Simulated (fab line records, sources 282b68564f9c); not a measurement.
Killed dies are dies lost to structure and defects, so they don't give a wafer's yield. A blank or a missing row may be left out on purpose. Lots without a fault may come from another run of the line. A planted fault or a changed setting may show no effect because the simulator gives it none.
Problem report in the 8D (eight disciplines) form, filled by code | flow rit_cmos | the parts of the form that need people (team, actions taken, sign-off) are left out

1. THE PROBLEM
tilt_deg at RIT_NRETRO_IMPLANT_08 reads a mean of 7.593 degrees on 6 wafers of 2 lots; wafers without a fault read 7.007 degrees with a standard deviation of 0.022. That is +27 standard deviations from the usual mean.
First seen on wafer L710.3, day 5 08:31, on implanter-02. The record holds 42 wafers of 14 lots with a number at this step. Rule for "out", or "out of limits": more than 4 standard deviations from the usual mean. The other wafers with a number count as sound.

2. WHAT IT IS AND WHAT IT IS NOT
question                    | is                     | is not
which readings at this step | tilt_deg               | dose_ions_cm2
which lots                  | L710, L712             | L696, L697, L698, L699, L700, L702, L703, L706, L707, L708, L716, L717
which wafers of those lots  | all that have a number | -
read on which tools         | implanter-02           | implanter-01, implanter-03
when                        | from day 5 08:31       | up to then (30 sound wafers); but 6 sound wafers of L716, L717 came after

3. SUSPECTS, AND WHAT RULES EACH OUT
Counting: a tool at a process step up to the reading stays a suspect if it ran every lot that is out and no sound lot after the first of them.
- implanter-02 at RIT_NRETRO_IMPLANT_08: kept. It ran every lot that is out, first L710 (day 5 08:31), and no sound lot after that; its last sound lot up to then is L707 (day 4 18:13). Its own readings are out on those wafers: tilt_deg.
Left after counting: implanter-02 at RIT_NRETRO_IMPLANT_08.

4. THE CAUSE (what the simulator had put in)
Process parameter drift: implanter-02, from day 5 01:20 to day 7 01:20, at RIT_NRETRO_IMPLANT_08. Setting tilt_deg, moved by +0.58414, from 7. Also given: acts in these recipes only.
Counting left only this tool.

5. THE CHAIN OF EFFECTS, in route order
Each row: a reading whose mean over the struck wafers that have a number lies more than 3 standard deviations from the usual. Only readings for which the record gives a usual standard deviation are gone through. hours: the time from each lot's start at the first step in this table that gives one to its start at this step, as a median over the lots. sigmas: the change in usual standard deviations.
hours | step                  | reading  | usual         | on struck wafers | change | sigmas
0     | RIT_NRETRO_IMPLANT_08 | tilt_deg | 7.007 degrees | 7.593            | +0.586 | +27
The process steps in it:
- RIT_NRETRO_IMPLANT_08

6. WHAT WOULD HAVE CAUGHT IT SOONER
In this record the first reading out of limits was taken at day 5 08:31, 7 hours after the fault began at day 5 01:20.
